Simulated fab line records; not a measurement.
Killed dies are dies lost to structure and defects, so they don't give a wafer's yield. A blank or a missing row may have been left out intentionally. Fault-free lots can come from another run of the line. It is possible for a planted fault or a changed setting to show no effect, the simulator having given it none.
fab line records -- flow berkeley_cmos170
record lots=14, wafers=42, last_day=14
route steps=331 shown PFIELD@88 GATE@139 NLDD@169 SPACER@171
lots that met no fault: from a run of the same line without faults
start_h: the number of hours between the record's first day and the start of the first shown wafer of the lot -- wait_h: hours since the lot's step before -- " repeats the value in the row above -- L1.1+2: several wafers, shown together as one row -- - no value, or no start was given -- * or withheld: withheld -- < > ~ a bound
route shown NAME@n: a module of which the file shows steps, and the number in the route of the first -- usual: mean/standard deviation taken from wafers without a fault -- same: alike in all rows -- chamber/n: place in a boat -- sites: readings site by site -- _std_site: how widely they spread, as a standard deviation -- _edge_site: the outer-site mean with the inner-site mean subtracted -- radius_mm: for every site, how far away it sits from the centre of the wafer -- mask NAME#n: copy n -- behind: the tool/chamber that last shaped the wafer -- hold: why the lot went on hold/how many hours it stayed there/how the hold came to an end -- device: the n, p or np transistor that did not switch -- end of line: at the end of the route, the tests of the same wafers -- for a step that has no rows: nothing shown but its recipe -- killed: dies lost to structure and defects at the first sort, not the wafer's yield -- map: the dies of a wafer, with x for killed, . for not killed, _ for no die there
set.NAME: the setting as run; set.NAME@STEP: as run at that earlier step -- model.NAME: the simulator's own value behind a step, which no gauge read
the route's steps for a sample of lots (tables are steps, rows are wafers)
services: from which hour (start_h, from the record's first day; less than 0 if before it) a tool's chamber was out of use, for how many hours, and why
## steps
# step UCB170_PFIELD_TW_MEAS_09
# usual PFIELD_TW=602/3.3
lot.wafer,tool,chamber,start_h,wait_h,PFIELD_TW
L103.1,film_metro-02,-,98.89,0.1,606
L103.4,film_metro-02,-,98.89,0.1,602
L103.5,film_metro-02,-,98.89,0.1,605
L105.1,film_metro-01,-,99.16,0.1,602
L105.5,film_metro-01,-,99.16,0.1,604
L105.6,film_metro-01,-,99.16,0.1,601
L102.1,film_metro-02,-,99.22,0.1,602
L102.2,film_metro-02,-,99.22,0.1,601
L102.6,film_metro-02,-,99.22,0.1,606
L104.1,film_metro-03,-,99.26,0.1,599
L104.4,film_metro-03,-,99.26,0.1,597
L104.5,film_metro-03,-,99.26,0.1,598
L107.2,film_metro-03,-,114.83,0.1,600
L107.3,film_metro-03,-,114.83,0.1,598
L107.6,film_metro-03,-,114.83,0.1,601
L106.2,film_metro-02,-,115.63,0.1,598
L106.3,film_metro-02,-,115.63,0.1,603
L106.4,film_metro-02,-,115.63,0.1,601
L111.1,film_metro-02,-,149.59,0.1,608
L111.3,film_metro-02,-,149.59,0.1,606
L111.4,film_metro-02,-,149.59,0.1,607
L112.1,film_metro-01,-,156.39,0.1,605
L112.5,film_metro-01,-,156.39,0.1,601
L112.6,film_metro-01,-,156.39,0.1,603
L113.4,film_metro-02,-,159.43,0.1,603
L113.5,film_metro-02,-,159.43,0.1,606
L113.6,film_metro-02,-,159.43,0.1,601
L114.4,film_metro-03,-,159.98,0.1,596
L114.5,film_metro-03,-,159.98,0.1,597
L114.6,film_metro-03,-,159.98,0.1,598
L116.1,film_metro-01,-,161.15,0.1,607
L116.4,film_metro-01,-,161.15,0.1,605
L116.6,film_metro-01,-,161.15,0.1,607
L118.1,film_metro-01,-,168.34,0.1,600
L118.3,film_metro-01,-,168.34,0.1,603
L118.5,film_metro-01,-,168.34,0.1,603
L119.1,film_metro-02,-,179.01,0.1,603
L119.3,film_metro-02,-,179.01,0.1,608
L119.6,film_metro-02,-,179.01,0.1,608
L123.1,film_metro-01,-,206.55,0.1,603
L123.5,film_metro-01,-,206.55,0.1,605
L123.6,film_metro-01,-,206.55,0.1,601
# step UCB170_GATE_OVL_MEAS_13
# usual GATE_OVL=0/5.2
lot.wafer,tool,chamber,start_h,wait_h,GATE_OVL[nm]
L103.1,overlay-01,-,149.87,0.1,-6
L103.4,overlay-01,-,149.87,0.1,-6
L103.5,overlay-01,-,149.87,0.1,-9
L105.1,overlay-02,-,149.99,0.1,-10
L105.5,overlay-02,-,149.99,0.1,-8
L105.6,overlay-02,-,149.99,0.1,-2
L104.1,overlay-01,-,150.46,0.1,-2
L104.4,overlay-01,-,150.46,0.1,-1
L104.5,overlay-01,-,150.46,0.1,0
L102.1,overlay-01,-,150.82,0.1,3
L102.2,overlay-01,-,150.82,0.1,8
L102.6,overlay-01,-,150.82,0.1,5
L107.2,overlay-01,-,166.25,0.1,8
L107.3,overlay-01,-,166.25,0.1,9
L107.6,overlay-01,-,166.25,0.1,6
L106.2,overlay-02,-,166.32,0.1,-9
L106.3,overlay-02,-,166.32,0.1,-16
L106.4,overlay-02,-,166.32,0.1,-7
L111.1,overlay-02,-,190.81,0.1,-10
L111.3,overlay-02,-,190.81,0.1,-9
L111.4,overlay-02,-,190.81,0.1,-4
L112.1,overlay-02,-,201.94,0.1,-1
L112.5,overlay-02,-,201.94,0.1,3
L112.6,overlay-02,-,201.94,0.1,-8
L113.4,overlay-02,-,206.68,0.1,-7
L113.5,overlay-02,-,206.68,0.1,-2
L113.6,overlay-02,-,206.68,0.1,-9
L114.4,overlay-01,-,207.67,0.1,4
L114.5,overlay-01,-,207.67,0.1,2
L114.6,overlay-01,-,207.67,0.1,2
L118.1,overlay-01,-,209.91,0.1,-3
L118.3,overlay-01,-,209.91,0.1,1
L118.5,overlay-01,-,209.91,0.1,-1
L116.1,overlay-02,-,210.01,0.1,6
L116.4,overlay-02,-,210.01,0.1,4
L116.6,overlay-02,-,210.01,0.1,0
L119.1,overlay-01,-,225.04,0.1,-5
L119.3,overlay-01,-,225.04,0.1,-2
L119.6,overlay-01,-,225.04,0.1,2
L123.1,overlay-01,-,248.91,0.1,8
L123.5,overlay-01,-,248.91,0.1,0
L123.6,overlay-01,-,248.91,0.1,4
# step UCB170_NLDD_TW_MEAS_11
# usual NLDD_TW=2235/19
lot.wafer,tool,chamber,start_h,wait_h,NLDD_TW
L103.1,film_metro-02,-,157.67,0.1,2230
L103.4,film_metro-02,-,157.67,0.1,2230
L103.5,film_metro-02,-,157.67,0.1,2231
L105.1,film_metro-04,-,158.03,0.1,2262
L105.5,film_metro-04,-,158.03,0.1,2273
L105.6,film_metro-04,-,158.03,0.1,2248
L104.1,film_metro-02,-,158.32,0.1,2233
L104.4,film_metro-02,-,158.32,0.1,2227
L104.5,film_metro-02,-,158.32,0.1,2219
L102.1,film_metro-03,-,158.63,0.1,2201
L102.2,film_metro-03,-,158.63,0.1,2207
L102.6,film_metro-03,-,158.63,0.1,2201
L107.2,film_metro-02,-,174.58,0.1,2228
L107.3,film_metro-02,-,174.58,0.1,2226
L107.6,film_metro-02,-,174.58,0.1,2233
L106.2,film_metro-03,-,174.74,0.1,2207
L106.3,film_metro-03,-,174.74,0.1,2215
L106.4,film_metro-03,-,174.74,0.1,2201
L111.1,film_metro-03,-,195.91,0.1,2216
L111.3,film_metro-03,-,195.91,0.1,2238
L111.4,film_metro-03,-,195.91,0.1,2220
L112.1,film_metro-02,-,209.48,0.1,2236
L112.5,film_metro-02,-,209.48,0.1,2230
L112.6,film_metro-02,-,209.48,0.1,2222
L113.4,film_metro-03,-,211.65,0.1,2227
L113.5,film_metro-03,-,211.65,0.1,2221
L113.6,film_metro-03,-,211.65,0.1,2224
L114.4,film_metro-03,-,213.92,0.1,2238
L114.5,film_metro-03,-,213.92,0.1,2214
L114.6,film_metro-03,-,213.92,0.1,2224
L118.1,film_metro-03,-,214.73,0.1,2212
L118.3,film_metro-03,-,214.73,0.1,2213
L118.5,film_metro-03,-,214.73,0.1,2230
L116.1,film_metro-04,-,215.29,0.1,2266
L116.4,film_metro-04,-,215.29,0.1,2266
L116.6,film_metro-04,-,215.29,0.1,2279
L119.1,film_metro-04,-,228.93,0.1,2233
L119.3,film_metro-04,-,228.93,0.1,2252
L119.6,film_metro-04,-,228.93,0.1,2254
L123.1,film_metro-02,-,252.99,0.1,2250
L123.5,film_metro-02,-,252.99,0.1,2247
L123.6,film_metro-02,-,252.99,0.1,2244
# step UCB170_SPACER_CVD_00
# recipe material=SiO2, target_thk_nm=376, temp_c=390, precursor=TEOS/O2, time_s=47, rf_w=550, pressure_mtorr=9000
# usual heater_power_w=238/40
lot.wafer,tool,chamber,start_h,wait_h,heater_power_w
L103.1,pecvd-02,0,158.43,0.0,213
L103.4,pecvd-02,2,158.43,0.0,270
L103.5,pecvd-02,1,158.43,0.0,263
L105.1,pecvd-04,2,158.43,0.0,269
L105.5,pecvd-04,2,158.43,0.0,266
L105.6,pecvd-04,0,158.43,0.0,270
L104.1,pecvd-01,1,158.81,0.0,223
L104.4,pecvd-01,0,158.81,0.0,280
L104.5,pecvd-01,1,158.81,0.0,225
L102.1,pecvd-02,1,159.20,0.0,273
L102.2,pecvd-02,2,159.20,0.0,217
L102.6,pecvd-02,1,159.20,0.0,274
L106.2,pecvd-02,0,175.82,0.0,198
L106.3,pecvd-02,1,175.82,0.0,301
L106.4,pecvd-02,1,175.82,0.0,209
L107.2,pecvd-04,2,175.82,0.0,270
L107.3,pecvd-04,0,175.82,0.0,255
L107.6,pecvd-04,1,175.82,0.0,315
L111.1,pecvd-01,1,196.15,0.0,228
L111.3,pecvd-01,2,196.15,0.0,237
L111.4,pecvd-01,1,196.15,0.0,241
L112.1,pecvd-02,2,209.92,0.0,197
L112.5,pecvd-02,2,209.92,0.0,209
L112.6,pecvd-02,0,209.92,0.0,180
L113.4,pecvd-01,2,211.88,0.0,223
L113.5,pecvd-01,1,211.88,0.0,239
L113.6,pecvd-01,0,211.88,0.0,239
L114.4,pecvd-01,0,214.14,0.0,260
L114.5,pecvd-01,1,214.14,0.0,193
L114.6,pecvd-01,2,214.14,0.0,232
L116.1,pecvd-04,0,216.50,0.0,206
L116.4,pecvd-04,1,216.50,0.0,306
L116.6,pecvd-04,2,216.50,0.0,251
L116.1,pecvd-04,0,216.71,0.2,209
L116.4,pecvd-04,1,216.71,0.2,302
L116.6,pecvd-04,2,216.71,0.2,259
L118.1,pecvd-02,1,216.50,0.0,253
L118.3,pecvd-02,2,216.50,0.0,265
L118.5,pecvd-02,2,216.50,0.0,270
L118.1,pecvd-02,1,216.71,0.2,256
L118.3,pecvd-02,2,216.71,0.2,264
L118.5,pecvd-02,2,216.71,0.2,265
L119.1,pecvd-02,1,229.16,0.0,293
L119.3,pecvd-02,2,229.16,0.0,259
L119.6,pecvd-02,2,229.16,0.0,260
L123.1,pecvd-01,2,253.22,0.0,230
L123.5,pecvd-01,1,253.22,0.0,224
L123.6,pecvd-01,2,253.22,0.0,243
# step UCB170_SPACER_THK_MEAS_01
# recipe reads=SiO2_of_SPACER_CVD_00
# usual SPACER_TEOS_THK=375/5.4
lot.wafer,tool,chamber,start_h,wait_h,SPACER_TEOS_THK[nm]
L103.1,film_metro-02,-,158.48,0.0,375
L103.4,film_metro-02,-,158.48,0.0,378
L103.5,film_metro-02,-,158.48,0.0,376
L105.1,film_metro-03,-,158.48,0.0,371
L105.5,film_metro-03,-,158.48,0.0,379
L105.6,film_metro-03,-,158.48,0.0,386
L104.1,film_metro-02,-,158.86,0.0,373
L104.4,film_metro-02,-,158.86,0.0,383
L104.5,film_metro-02,-,158.86,0.0,379
L102.1,film_metro-01,-,159.24,0.0,366
L102.2,film_metro-01,-,159.24,0.0,377
L102.6,film_metro-01,-,159.24,0.0,375
L106.2,film_metro-03,-,175.87,0.0,373
L106.3,film_metro-03,-,175.87,0.0,366
L106.4,film_metro-03,-,175.87,0.0,375
L107.2,film_metro-01,-,175.87,0.0,374
L107.3,film_metro-01,-,175.87,0.0,372
L107.6,film_metro-01,-,175.87,0.0,374
L111.1,film_metro-02,-,196.19,0.0,369
L111.3,film_metro-02,-,196.19,0.0,365
L111.4,film_metro-02,-,196.19,0.0,372
L112.1,film_metro-01,-,209.97,0.0,378
L112.5,film_metro-01,-,209.97,0.0,386
L112.6,film_metro-01,-,209.97,0.0,376
L113.4,film_metro-03,-,211.93,0.0,371
L113.5,film_metro-03,-,211.93,0.0,371
L113.6,film_metro-03,-,211.93,0.0,370
L114.4,film_metro-01,-,214.19,0.0,376
L114.5,film_metro-01,-,214.19,0.0,377
L114.6,film_metro-01,-,214.19,0.0,376
L116.1,film_metro-02,-,216.75,0.0,741
L116.4,film_metro-02,-,216.75,0.0,747
L116.6,film_metro-02,-,216.75,0.0,752
L118.1,film_metro-01,-,216.75,0.0,738
L118.3,film_metro-01,-,216.75,0.0,757
L118.5,film_metro-01,-,216.75,0.0,767
L119.1,film_metro-01,-,229.21,0.0,365
L119.3,film_metro-01,-,229.21,0.0,376
L119.6,film_metro-01,-,229.21,0.0,377
L123.1,film_metro-02,-,253.26,0.0,378
L123.5,film_metro-02,-,253.26,0.0,377
L123.6,film_metro-02,-,253.26,0.0,384
# step UCB170_SPACER_ETCHBACK_03
# recipe stop_on=Si, target=SiO2, chemistry=CHF3/CF4/Ar, CHF3_flow_sccm=50, cf4_flow_sccm=10, Ar_flow_sccm=120, pressure_mtorr=200, rf_w=500, target_depth_a=3760, time_s=100
# usual CHF3_flow_sccm=49.98/0.15, drypump_motor_current_A=5.3/0.46, oes_product_au=0.892/0.018, throttle_valve_pct=6.46/0.1
lot.wafer,tool,chamber,start_h,wait_h,CHF3_flow_sccm,drypump_motor_current_A,oes_product_au,rf_hours_counter_h,throttle_valve_pct
L102.1,rie_diel-02,2,161.72,0.0,50.02,5.8,0.858,112,6.54
L102.2,rie_diel-02,1,161.72,0.0,50.31,5.6,0.918,100,6.54
L102.6,rie_diel-02,3,161.72,0.0,50.09,5.1,0.899,-,6.46
L104.1,rie_diel-01,3,161.72,0.0,50.13,4.8,0.863,40,6.31
L104.4,rie_diel-01,1,161.72,0.0,49.83,5.6,0.894,36,6.29
L104.5,rie_diel-01,1,161.72,0.0,50.01,5.6,0.889,-,6.31
L105.1,rie_diel-03,2,161.72,0.0,49.94,4.8,0.895,2,6.49
L105.5,rie_diel-03,2,161.72,0.0,50.16,4.8,0.910,-,6.49
L105.6,rie_diel-03,0,161.72,0.0,49.87,5.1,0.895,-,6.52
L103.1,rie_diel-03,3,161.79,0.1,50.09,5.0,0.891,6,6.50
L103.4,rie_diel-03,2,161.79,0.1,50.03,4.8,0.904,-,6.48
L103.5,rie_diel-03,3,161.79,0.1,49.93,5.0,0.897,-,6.49
L106.2,rie_diel-01,3,180.01,0.0,49.89,4.8,0.869,40,6.29
L106.3,rie_diel-01,0,180.01,0.0,50.00,5.4,0.874,121,6.66
L106.4,rie_diel-01,1,180.01,0.0,49.98,5.6,0.896,37,6.30
L107.2,rie_diel-02,2,180.01,0.0,49.90,5.9,0.880,113,6.51
L107.3,rie_diel-02,1,180.01,0.0,50.07,5.7,0.916,100,6.53
L107.6,rie_diel-02,2,180.01,0.0,49.83,5.9,0.884,-,6.51
L111.1,rie_diel-03,2,201.01,0.0,49.72,4.8,0.878,4,6.47
L111.3,rie_diel-03,0,201.01,0.0,50.19,5.1,0.856,130,6.50
L111.4,rie_diel-03,1,201.01,0.0,49.78,4.6,0.914,57,6.39
L112.1,rie_diel-01,2,215.40,0.0,50.02,6.2,0.900,3,6.52
L112.5,rie_diel-01,3,215.40,0.0,49.80,4.9,0.899,-,6.29
L112.6,rie_diel-01,2,215.40,0.0,50.05,6.2,0.892,-,6.53
L113.4,rie_diel-03,3,215.40,0.0,49.91,4.9,0.886,8,6.51
L113.5,rie_diel-03,2,215.40,0.0,49.99,4.8,0.888,-,6.48
L113.6,rie_diel-03,3,215.40,0.0,50.03,5.0,0.880,-,6.50
L116.1,rie_diel-02,0,219.81,0.0,49.81,5.7,0.981,137,6.31
L116.4,rie_diel-02,1,219.81,0.0,50.02,5.6,1.013,102,6.54
L116.6,rie_diel-02,2,219.81,0.0,49.62,5.9,0.951,-,6.53
L118.1,rie_diel-03,0,219.81,0.0,49.88,5.1,0.973,131,6.53
L118.3,rie_diel-03,3,219.81,0.0,49.84,5.0,0.958,9,6.51
L118.5,rie_diel-03,2,219.81,0.0,50.17,4.8,0.980,-,6.50
L114.4,rie_diel-01,3,219.85,0.0,49.94,4.8,0.878,-,6.28
L114.5,rie_diel-01,2,219.85,0.0,49.77,6.2,0.890,-,6.52
L114.6,rie_diel-01,1,219.85,0.0,49.83,5.6,0.888,-,6.32
L119.1,rie_diel-02,0,232.43,0.0,50.03,5.7,0.876,138,6.30
L119.3,rie_diel-02,3,232.43,0.0,50.04,5.1,0.899,7,6.47
L119.6,rie_diel-02,2,232.43,0.0,50.13,5.8,0.884,-,6.53
L123.1,rie_diel-03,0,258.88,0.0,50.33,5.1,0.881,133,6.51
L123.5,rie_diel-03,3,258.88,0.0,49.95,5.0,0.897,-,6.50
L123.6,rie_diel-03,2,258.88,0.0,50.18,4.8,0.913,-,6.48
## services
tool,chamber,start_h,hours,kind
pecvd-01,-,135.50,14.0,pm
pecvd-01,0,135.50,14.0,vent_cycle
pecvd-01,1,135.50,14.0,vent_cycle
pecvd-01,2,135.50,14.0,vent_cycle
pecvd-04,-,141.79,1.2,repair
pecvd-01,0,149.50,-,clean
pecvd-01,1,149.50,-,clean
pecvd-01,2,149.50,-,clean
rie_diel-03,1,157.92,4.5,repair
pecvd-01,-,162.65,6.0,pm
rie_diel-01,3,175.37,2.2,repair
rie_diel-02,-,196.59,0.4,repair
rie_diel-01,0,214.27,6.6,repair
pecvd-04,-,219.75,0.7,repair
pecvd-02,-,242.50,14.0,pm
pecvd-02,0,242.50,14.0,vent_cycle
pecvd-02,1,242.50,14.0,vent_cycle
pecvd-02,2,242.50,14.0,vent_cycle
rie_diel-02,0,255.33,-,clean
rie_diel-02,0,255.33,30.5,scheduled_down
pecvd-02,0,256.50,-,clean
pecvd-02,1,256.50,-,clean
pecvd-02,2,256.50,-,clean
rie_diel-02,3,258.52,10.3,repair
## key
first_sign step=UCB170_SPACER_CVD_00, reading=visit, direction=added
effect step=UCB170_SPACER_THK_MEAS_01, reading=SPACER_TEOS_THK, direction=up, sigmas=70, usual=375, struck=750
effect step=UCB170_SPACER_ETCHBACK_03, reading=oes_product_au, direction=up, sigmas=4.7, usual=0.892, struck=0.976
met_at UCB170_SPACER_CVD_00
struck_lots L116,L118
later_rows_left_out L116.1,L116.4,L116.6,L118.3,L118.5
sort_left_out L116.1,L116.4,L116.6,L118.1,L118.3,L118.5
tester_left_out L116,L118
not_acting_at UCB170_PFIELD_TW_MEAS_09,UCB170_GATE_OVL_MEAS_13,UCB170_NLDD_TW_MEAS_11
fault kind=repeated_step_whole, tool=pecvd-01,pecvd-02,pecvd-04, chamber=-, onset_h=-, steps=UCB170_SPACER_CVD_00, times=1, scope=struck_lots_only
# tester_left_out: of these lots the tester's yield and bins aren't shown, on N5 and GAA mostly nor the transistor test; their killed dies are dies lost to structure and defects alone, not to doping, threshold or leakage, so they don't give the yield
# sort_left_out: the simulated sort isn't trusted on such a fault, so these wafers' sort isn't shown, and their yield isn't known
# later_rows_left_out: the simulator's readings of these wafers behind a module that went badly wrong aren't trusted and aren't shown, but for the sort
